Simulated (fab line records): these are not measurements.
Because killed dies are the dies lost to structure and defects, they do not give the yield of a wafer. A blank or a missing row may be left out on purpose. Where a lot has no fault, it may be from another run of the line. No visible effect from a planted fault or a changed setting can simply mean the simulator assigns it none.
fab line records | flow ritCmos
record lots=15 | wafers=45 | lastDay=8
route steps=202 shown ACTIVE@1 GATE@75 FOX2@80 PSD@148 M1@186
lots with no fault: from the same line, run without faults
startH: hours from the record's opening day to when the first of the lot's shown wafers began | waitH: hours since the lot's step before | " same as the row above | L1.1+2: a row that stands for several wafers | - value missing, or start not given | * or withheld: withheld | < > ~ a bound
route shown NAME@n: NAME is a module with steps in the file, n the number in the route of the first one | usual: mean/standard deviation taken from wafers without a fault | same: alike in all rows | chamber/n: place in a boat | sites: the reading at each site | _std_site: standard deviation across them | _edge_site: inner sites' mean taken away from outer sites' mean | radiusMm: for every site, how far away it sits from the centre of the wafer | mask NAME#n: copy n | behind: the last tool/chamber to shape the wafer | hold: the reason the lot was held/the length of the hold in hours/how it ended | device: whichever transistor did not switch (one of n, p or np) | end of line: at the end of the route, the tests of the same wafers | step lacking rows: just its recipe | killed: not the wafer's yield, but the dies lost to structure and defects at the first sort | map: shows each die of a wafer: x if killed, . if not, _ if none is there
set.NAME: setting as actually run; set.NAME@STEP: the setting as run at that earlier step | model.NAME: the simulator's own value behind a step, which no gauge read
a sample of lots followed through the steps of the route, with each step as a table and each wafer as a row
services: a tool's chamber out of use, with start hour (startH, from the record's first day; less than 0 if before it), hours out, and reason
## steps
# step RIT_ACTIVE_BOW_MEAS_00
# recipe mode=bow
# usual INCOMING_BOW=0/6.7
lot.wafer | tool         | chamber | startH | waitH | INCOMING_BOW[um]
L263.1    | filmMetro-03 | -       | 10.00  | -     | -14
L263.3    | "            | -       | "      | "     | 3
L263.4    | "            | -       | "      | "     | 11
L265.2    | filmMetro-01 | -       | 20.02  | -     | -2
L265.3    | "            | -       | "      | "     | -2
L265.6    | "            | -       | "      | "     | -11
L266.1    | filmMetro-04 | -       | 25.00  | -     | -2
L266.2    | "            | -       | "      | "     | -9
L266.6    | "            | -       | "      | "     | 1
L267.1    | filmMetro-03 | -       | 30.00  | -     | 0
L267.4    | "            | -       | "      | "     | -2
L267.6    | "            | -       | "      | "     | 0
L268.1    | filmMetro-04 | -       | 35.00  | -     | -2
L268.2    | "            | -       | "      | "     | 3
L268.5    | "            | -       | "      | "     | 0
L269.1    | filmMetro-03 | -       | 40.00  | -     | 8
L269.2    | "            | -       | "      | "     | 0
L269.6    | "            | -       | "      | "     | -1
L271.1    | filmMetro-04 | -       | 50.00  | -     | -4
L271.3    | "            | -       | "      | "     | 11
L271.4    | "            | -       | "      | "     | 2
L272.3    | filmMetro-01 | -       | 55.04  | -     | -1
L272.4    | "            | -       | "      | "     | 8
L272.6    | "            | -       | "      | "     | -2
L273.3    | filmMetro-04 | -       | 60.04  | -     | 1
L273.5    | "            | -       | "      | "     | -3
L273.6    | "            | -       | "      | "     | 12
L275.1    | filmMetro-03 | -       | 70.00  | -     | 5
L275.2    | "            | -       | "      | "     | 7
L275.3    | "            | -       | "      | "     | -1
L276.2    | filmMetro-03 | -       | 75.02  | -     | -9
L276.3    | "            | -       | "      | "     | 0
L276.4    | "            | -       | "      | "     | 18
L277.2    | filmMetro-04 | -       | 80.02  | -     | 3
L277.5    | "            | -       | "      | "     | 0
L277.6    | "            | -       | "      | "     | 1
L284.2    | filmMetro-03 | -       | 115.02 | -     | 2
L284.3    | "            | -       | "      | "     | -1
L284.4    | "            | -       | "      | "     | 11
L285.1    | filmMetro-01 | -       | 120.00 | -     | 1
L285.2    | "            | -       | "      | "     | 5
L285.6    | "            | -       | "      | "     | -3
L286.2    | filmMetro-01 | -       | 125.02 | -     | 7
L286.4    | "            | -       | "      | "     | 3
L286.6    | "            | -       | "      | "     | -4
# step RIT_GATE_WET_ETCH_00
# recipe chemistry=BOE | target=SiO2 | targetDepthNm=56 | timeS=60 | dry=n2Spin | dilution=10:1 | tempC=21.5
# usual bathHeatDutyPct=1.7/0.38 | runLengthS=86.8/1.8
lot.wafer | tool        | chamber | startH | waitH | bathHeatDutyPct | runLengthS
L263.1    | wetBench-03 | 2       | 32.67  | 0.1   | 1.3             | 84.8
L263.3    | "           | 2       | "      | "     | 1.7             | 84.8
L263.4    | "           | 2       | "      | "     | 1.9             | 84.8
L265.2    | wetBench-03 | 2       | 42.15  | 0.0   | 1.4             | 86.6
L265.3    | "           | 2       | "      | "     | 2.1             | 86.6
L265.6    | "           | 2       | "      | "     | 1.4             | 86.6
L266.1    | wetBench-02 | 1       | 50.02  | 0.1   | 1.9             | 88.0
L266.2    | "           | 1       | "      | "     | 1.8             | 88.0
L266.6    | "           | 1       | "      | "     | 0.9             | 88.0
L267.1    | wetBench-02 | 3       | 55.82  | 0.1   | 2.1             | 85.9
L267.4    | "           | 3       | "      | "     | 2.1             | 85.9
L267.6    | "           | 3       | "      | "     | 2.0             | 85.9
L268.1    | wetBench-03 | 1       | 59.07  | 0.1   | 2.7             | 86.9
L268.2    | "           | 1       | "      | "     | 2.2             | 86.9
L268.5    | "           | 1       | "      | "     | 1.7             | 86.9
L269.1    | wetBench-03 | 0       | 63.33  | 0.1   | 1.6             | 87.7
L269.2    | "           | 0       | "      | "     | 1.1             | 87.7
L269.6    | "           | 0       | "      | "     | 1.9             | 87.7
L271.1    | wetBench-03 | 1       | 71.85  | 0.1   | 2.0             | 86.1
L271.3    | "           | 1       | "      | "     | 1.5             | 86.1
L271.4    | "           | 1       | "      | "     | 1.7             | 86.1
L272.3    | wetBench-01 | 0       | 80.09  | 0.0   | 1.0             | 87.5
L272.4    | "           | 0       | "      | "     | 1.6             | 87.5
L272.6    | "           | 0       | "      | "     | 1.5             | 87.5
L273.3    | wetBench-02 | 0       | 84.81  | 0.0   | 1.6             | 85.6
L273.5    | "           | 0       | "      | "     | 1.6             | 85.6
L273.6    | "           | 0       | "      | "     | 1.2             | 85.6
L275.1    | wetBench-01 | 2       | 93.01  | 0.1   | -               | -
L275.2    | "           | 2       | "      | "     | -               | -
L275.3    | "           | 2       | "      | "     | -               | -
L276.2    | wetBench-03 | 1       | 102.99 | 0.0   | -               | -
L276.3    | "           | 1       | "      | "     | -               | -
L276.4    | "           | 1       | "      | "     | -               | -
L277.2    | wetBench-03 | 2       | 107.71 | 0.0   | -               | -
L277.5    | "           | 2       | "      | "     | -               | -
L277.6    | "           | 2       | "      | "     | -               | -
L284.2    | wetBench-01 | 1       | 146.21 | 0.0   | 1.6             | 85.4
L284.3    | "           | 1       | "      | "     | 2.1             | 85.4
L284.4    | "           | 1       | "      | "     | 1.5             | 85.4
L286.2    | wetBench-02 | 2       | 156.27 | 0.0   | 2.1             | 86.7
L286.4    | "           | 2       | "      | "     | 2.5             | 86.7
L286.6    | "           | 2       | "      | "     | 1.6             | 86.7
L285.1    | wetBench-01 | 0       | 156.40 | 0.1   | 1.9             | 87.0
L285.2    | "           | 0       | "      | "     | 1.5             | 87.0
L285.6    | "           | 0       | "      | "     | 1.4             | 87.0
# step RIT_FOX2_THK_MEAS_91
# recipe reads=SiO2_of_FOX2_OXIDATION_00
# usual FIELD_OXIDE_LEFT_2_THK=256/7.7
lot.wafer | tool         | chamber | startH | waitH | FIELD_OXIDE_LEFT_2_THK[nm]
L263.1    | filmMetro-02 | -       | 33.12  | 0.0   | 262
L263.3    | "            | -       | "      | "     | 263
L263.4    | "            | -       | "      | "     | 263
L265.2    | filmMetro-04 | -       | 42.58  | 0.0   | 268
L265.3    | "            | -       | "      | "     | 263
L265.6    | "            | -       | "      | "     | 263
L266.1    | filmMetro-02 | -       | 50.47  | 0.0   | 250
L266.2    | "            | -       | "      | "     | 247
L266.6    | "            | -       | "      | "     | 246
L267.1    | filmMetro-02 | -       | 56.24  | 0.0   | 268
L267.4    | "            | -       | "      | "     | 264
L267.6    | "            | -       | "      | "     | 266
L268.1    | filmMetro-04 | -       | 59.53  | 0.0   | 261
L268.2    | "            | -       | "      | "     | 262
L268.5    | "            | -       | "      | "     | 263
L269.1    | filmMetro-02 | -       | 63.76  | 0.0   | 249
L269.2    | "            | -       | "      | "     | 243
L269.6    | "            | -       | "      | "     | 249
L271.1    | filmMetro-04 | -       | 72.26  | 0.0   | 248
L271.3    | "            | -       | "      | "     | 252
L271.4    | "            | -       | "      | "     | 252
L272.3    | filmMetro-01 | -       | 80.52  | 0.0   | 256
L272.4    | "            | -       | "      | "     | 254
L272.6    | "            | -       | "      | "     | 258
L273.3    | filmMetro-02 | -       | 85.26  | 0.0   | 255
L273.5    | "            | -       | "      | "     | 254
L273.6    | "            | -       | "      | "     | 253
L275.1    | filmMetro-02 | -       | 93.43  | 0.0   | 320
L275.2    | "            | -       | "      | "     | 315
L275.3    | "            | -       | "      | "     | 324
L276.2    | filmMetro-04 | -       | 103.42 | 0.0   | 315
L276.3    | "            | -       | "      | "     | 313
L276.4    | "            | -       | "      | "     | 317
L277.2    | filmMetro-02 | -       | 108.14 | 0.0   | 297
L277.5    | "            | -       | "      | "     | 296
L277.6    | "            | -       | "      | "     | 296
L284.2    | filmMetro-04 | -       | 146.64 | 0.0   | 261
L284.3    | "            | -       | "      | "     | 260
L284.4    | "            | -       | "      | "     | 260
L286.2    | filmMetro-02 | -       | 156.70 | 0.0   | 252
L286.4    | "            | -       | "      | "     | 260
L286.6    | "            | -       | "      | "     | 260
L285.1    | filmMetro-01 | -       | 156.82 | 0.0   | 267
L285.2    | "            | -       | "      | "     | 266
L285.6    | "            | -       | "      | "     | 266
# step RIT_PSD_OVL_MEAS_06
# usual PSD_OVL=0.2/1.5
lot.wafer | tool       | chamber | startH | waitH | PSD_OVL[nm]
L263.1    | overlay-01 | -       | 53.05  | -     | -0.3
L263.3    | "          | -       | "      | "     | -0.7
L263.4    | "          | -       | "      | "     | -1.7
L265.2    | overlay-02 | -       | 62.88  | -     | 0.0
L265.3    | "          | -       | "      | "     | -1.2
L265.6    | "          | -       | "      | "     | -0.2
L266.1    | overlay-01 | -       | 68.98  | -     | -1.5
L266.2    | "          | -       | "      | "     | 0.3
L266.6    | "          | -       | "      | "     | -0.5
L267.1    | overlay-01 | -       | 76.49  | -     | 1.5
L267.4    | "          | -       | "      | "     | 1.4
L267.6    | "          | -       | "      | "     | 2.2
L268.1    | overlay-01 | -       | 78.92  | -     | 3.4
L268.2    | "          | -       | "      | "     | 3.0
L268.5    | "          | -       | "      | "     | 3.2
L269.1    | overlay-01 | -       | 84.87  | -     | 0.3
L269.2    | "          | -       | "      | "     | 0.7
L269.6    | "          | -       | "      | "     | 0.6
L271.1    | overlay-02 | -       | 90.99  | -     | 0.3
L271.3    | "          | -       | "      | "     | -0.5
L271.4    | "          | -       | "      | "     | 0.3
L272.3    | overlay-01 | -       | 100.29 | -     | 0.1
L272.4    | "          | -       | "      | "     | 1.9
L272.6    | "          | -       | "      | "     | 0.9
L273.3    | overlay-02 | -       | 105.61 | -     | 3.2
L273.5    | "          | -       | "      | "     | 0.9
L273.6    | "          | -       | "      | "     | -1.0
L284.2    | overlay-02 | -       | 176.57 | -     | 1.6
L284.3    | "          | -       | "      | "     | 0.7
L284.4    | "          | -       | "      | "     | -0.4
L286.2    | overlay-01 | -       | 182.41 | -     | 0.2
L286.4    | "          | -       | "      | "     | 0.4
L286.6    | "          | -       | "      | "     | 1.1
L285.1    | overlay-02 | -       | 182.68 | -     | -0.2
L285.2    | "          | -       | "      | "     | -0.6
L285.6    | "          | -       | "      | "     | -1.0
# step RIT_M1_THK_MEAS_02
# recipe thkMeasGauge=xrf | reads=Al_of_M1_SPUTTER_00
# usual M1_AL_THK=395/4.9
lot.wafer | tool         | chamber | startH | waitH | M1_AL_THK[nm]
L263.1    | filmMetro-03 | -       | 57.70  | 0.1   | 394
L263.3    | "            | -       | "      | "     | 388
L263.4    | "            | -       | "      | "     | 397
L265.2    | filmMetro-04 | -       | 67.54  | 0.1   | 394
L265.3    | "            | -       | "      | "     | 393
L265.6    | "            | -       | "      | "     | 396
L266.1    | filmMetro-04 | -       | 73.67  | 0.1   | 391
L266.2    | "            | -       | "      | "     | 393
L266.6    | "            | -       | "      | "     | 394
L267.1    | filmMetro-04 | -       | 81.39  | 0.1   | 395
L267.4    | "            | -       | "      | "     | 391
L267.6    | "            | -       | "      | "     | 397
L268.1    | filmMetro-03 | -       | 83.64  | 0.1   | 393
L268.2    | "            | -       | "      | "     | 396
L268.5    | "            | -       | "      | "     | 395
L269.1    | filmMetro-01 | -       | 89.50  | 0.1   | 396
L269.2    | "            | -       | "      | "     | 391
L269.6    | "            | -       | "      | "     | 394
L271.1    | filmMetro-03 | -       | 96.02  | 0.1   | 396
L271.3    | "            | -       | "      | "     | 405
L271.4    | "            | -       | "      | "     | 389
L272.3    | filmMetro-01 | -       | 105.07 | 0.1   | 394
L272.4    | "            | -       | "      | "     | 392
L272.6    | "            | -       | "      | "     | 394
L273.3    | filmMetro-04 | -       | 110.38 | 0.1   | 392
L273.5    | "            | -       | "      | "     | 385
L273.6    | "            | -       | "      | "     | 390
L284.2    | filmMetro-04 | -       | 181.33 | 0.1   | 387
L284.3    | "            | -       | "      | "     | 393
L284.4    | "            | -       | "      | "     | 401
L286.2    | filmMetro-04 | -       | 187.41 | 0.1   | 388
L286.4    | "            | -       | "      | "     | 389
L286.6    | "            | -       | "      | "     | 392
L285.1    | filmMetro-04 | -       | 187.87 | 0.1   | 395
L285.2    | "            | -       | "      | "     | 391
L285.6    | "            | -       | "      | "     | 399
# step RIT_M1_PROBE_99
# usual killed_at_M0_to_M3=0.0/0.083 | killedAtContacts=0.1/0.27 | killedAtFrontEnd=7/3.1 | killedDies=7/3.2 | killedOnRim=1.8/1.4 | killedOpen=3.8/2.1 | killedShort=3.6/2
# same grossDies=264 | killed_at_M4_up=0 | killedAtBackSide=0 | killedAtOther=0
lot.wafer | tool      | chamber | startH | waitH | killed_at_M0_to_M3 | killedAtContacts | killedAtFrontEnd | killedDies | killedOnRim | killedOpen | killedShort
L275.1    | prober-01 | -       | 124.19 | 0.1   | 0                  | 0                | 264              | 264        | 70          | 4          | 7
L275.2    | prober-01 | -       | 124.24 | 0.1   | 0                  | 0                | 264              | 264        | 70          | 3          | 7
L275.3    | prober-01 | -       | 124.29 | 0.2   | 0                  | 1                | 263              | 264        | 70          | 6          | 7
L276.2    | prober-02 | -       | 132.16 | 0.1   | 0                  | 0                | 264              | 264        | 70          | 1          | 0
L276.3    | prober-02 | -       | 132.21 | 0.2   | 0                  | 0                | 264              | 264        | 70          | 3          | 2
L276.4    | prober-02 | -       | 132.26 | 0.2   | 0                  | 0                | 264              | 264        | 70          | 1          | 2
L277.2    | prober-01 | -       | 141.59 | 0.1   | 0                  | 0                | 264              | 264        | 70          | 5          | 2
L277.5    | prober-01 | -       | 141.74 | 0.2   | 0                  | 0                | 264              | 264        | 70          | 1          | 2
L277.6    | prober-01 | -       | 141.79 | 0.2   | 0                  | 0                | 264              | 264        | 70          | 8          | 2
# killed by level:class
L275.1 GATE:areaEtch=253 FOX1:geometricParticle:short=2 GATE:geometricParticle:open=2 GATE:geometricParticle:short=2 REOX:geometricParticle:short=2 FOX1:geometricParticle:open=1 SPACER:geometricParticle:short=1 SILICIDE:geometricParticle:open=1
L275.2 GATE:areaEtch=254 SPACER:geometricParticle:short=3 FOX1:geometricParticle:open=2 REOX:geometricParticle:short=2 FOX2:geometricParticle:short=1 GATE:geometricParticle:short=1 SPACER:geometricParticle:open=1
L275.3 GATE:areaEtch=251 SPACER:geometricParticle:short=3 REOX:geometricParticle:open=2 FOX1:geometricParticle:short=1 FOX1:geometricParticle:open=1 GATE:geometricParticle:short=1 GATE:geometricParticle:open=1 REOX:geometricParticle:short=1
L276.2 GATE:areaEtch=263 GATE:geometricParticle:open=1
L276.3 GATE:areaEtch=259 FOX1:geometricParticle:short=1 GATE:geometricParticle:open=1 SPACER:geometricParticle:open=1 SILICIDE:geometricParticle:short=1 SILICIDE:geometricParticle:open=1
L276.4 GATE:areaEtch=261 SPACER:geometricParticle:short=2 REOX:geometricParticle:open=1
L277.2 GATE:areaEtch=257 SPACER:geometricParticle:open=2 FOX1:geometricParticle:open=1 FOX1:geometricParticle:short=1 GATE:geometricParticle:short=1 GATE:geometricParticle:open=1 SILICIDE:geometricParticle:open=1
L277.5 GATE:areaEtch=261 GATE:geometricParticle:open=1 REOX:geometricParticle:short=1 SPACER:geometricParticle:short=1
L277.6 GATE:areaEtch=254 GATE:geometricParticle:open=6 SPACER:geometricParticle:open=2 GATE:geometricParticle:short=1 SILICIDE:geometricParticle:short=1
## services
tool        | chamber | startH | hours | kind
wetBench-01 | -       | 138.83 | 1.8   | repair
## key
firstSign step=RIT_GATE_WET_ETCH_00 | reading=toolRecord | direction=missing
effect step=RIT_FOX2_THK_MEAS_91 | reading=FIELD_OXIDE_LEFT_2_THK | direction=up | sigmas=7.1 | usual=256 | struck=310
effect step=RIT_M1_PROBE_99 | reading=killedAtFrontEnd | direction=up | sigmas=82 | usual=7 | struck=264
moreKillsBornAt RIT_GATE_WET_ETCH_00@wetBench-03=1555 | RIT_GATE_WET_ETCH_00@wetBench-01=758
metAt RIT_GATE_WET_ETCH_00
struckLots L275,L276,L277
laterRowsLeftOut L275.1,L275.2,L275.3,L276.2,L276.3,L276.4,L277.2,L277.5,L277.6
testerLeftOut L275,L276,L277
notActingAt RIT_ACTIVE_BOW_MEAS_00,RIT_PSD_OVL_MEAS_06,RIT_M1_THK_MEAS_02
onsetBetween 80.09 93.01
fault kind=skippedStepWhole | tool=wetBench-01,wetBench-03 | chamber=- | onsetH=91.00 | steps=RIT_GATE_WET_ETCH_00 | scope=struckLotsOnly
# testerLeftOut: of these lots the tester's yield and bins aren't shown, on N5 and GAA mostly nor the transistor test; their killed dies are dies lost to structure and defects alone, not to doping, threshold or leakage, so they don't give the yield
# laterRowsLeftOut: the simulator's readings of these wafers behind a module that went badly wrong aren't trusted and aren't shown, but for the sort
